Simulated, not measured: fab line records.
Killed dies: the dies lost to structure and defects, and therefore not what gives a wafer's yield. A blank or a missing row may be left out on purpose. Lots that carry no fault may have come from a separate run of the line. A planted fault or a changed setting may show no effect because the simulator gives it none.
A lot that was struck, set against a sound lot / flow rit cmos / 14 out of 202 route steps
Sound: these wafers, L519.2, L519.5, L519.6. Wafers struck: L522.1, L522.3, L522.5. At the end, the cause is stated.
Each step with rows lists, per side, the tool, then ch with its chambers, then its first start. Under that, the readings that differ: sound wafers / struck wafers / difference of the means / sigmas: that difference in standard deviations of wafers without a fault.
alike: readings whose means differ by less than 2 such deviations, and words and numbers that are the same on both sides. not compared: withheld readings, readings that some wafer has no value for, bounds like >300 that may hide the same value, and numbers for which the record gives no deviation and whose values overlap.
A row with sigmas, a row that says differs or no value, or rows on one side alone: a step with any of these is where the two part. Numbers that don't overlap but have no deviation are shown without sigmas and don't part them. A reading that every wafer of one side lacks parts them only if that side has two wafers or more.

RIT_ACTIVE_BOW_MEAS_00:
  sound on film metro-03 at day 4 13:01; struck on film metro-02 at day 5 04:00
  alike: INCOMING_BOW
then, 1 step without rows for these wafers: RIT_ACTIVE_OXIDATION_01 (target thk 46.8 nm, ox time 3360 s).
RIT_ACTIVE_THK_MEAS_02:
  sound on film metro-02 at day 4 15:04; struck on film metro-04 at day 5 06:03
  alike: ACTIVE_OXIDE_THK
then, 1 step without rows for these wafers: RIT_ACTIVE_CVD_03 (deposits Si3N4 from SiH2Cl2/NH3, target thk 150 nm, time 1500 s).
RIT_ACTIVE_THK_MEAS_04:
  sound on film metro-02 at day 4 16:32; struck on film metro-02 at day 5 07:32
  alike: ACTIVE_NITRIDE_THK
then, 5 steps without rows for these wafers: RIT_ACTIVE_HMDS_05 (prime time 60 s); RIT_ACTIVE_COAT_06 (resist thk 1007 nm); RIT_ACTIVE_SOFTBAKE_07 (time 60 s); RIT_ACTIVE_EXPOSE_08 (exposes mask M1, target cd 1400 nm); RIT_ACTIVE_PEB_09.
RIT_ACTIVE_DEVELOP_10: develop time 50 s.
  sound on litho track-04 ch 0, day 4 17:00; struck on litho track-02 ch 0, day 5 08:00
reading=developer temp C (C); sound=22.89 23.03 23.01; struck=25.25 25.16 25.24; difference=+2.24; sigmas=+24
RIT_ACTIVE_CD_MEAS_11: the cd target is 1400 nm.
  sound on cd sem-01 at day 4 17:28; struck on cd sem-01 at day 5 08:34
reading=cd nm (nm); sound=1400.1 1400.8 1401.9; struck=1408.5 1409.5 1408.8; difference=+8.0; sigmas=+3
then, 1 step without rows for these wafers: RIT_ACTIVE_HARDBAKE_12 (time 60 s).
RIT_M1_PROBE_99:
  the record has rows for the sound wafers here (prober-02, day 6 18:03) and none for the struck ones

== WHERE THEY PART ==
At RIT_ACTIVE_DEVELOP_10 first; at RIT_M1_PROBE_99 last (within this record only).

WHY: what the simulator had put in
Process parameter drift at RIT_ACTIVE_DEVELOP_10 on litho track-02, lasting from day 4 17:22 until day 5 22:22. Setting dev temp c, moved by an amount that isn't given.
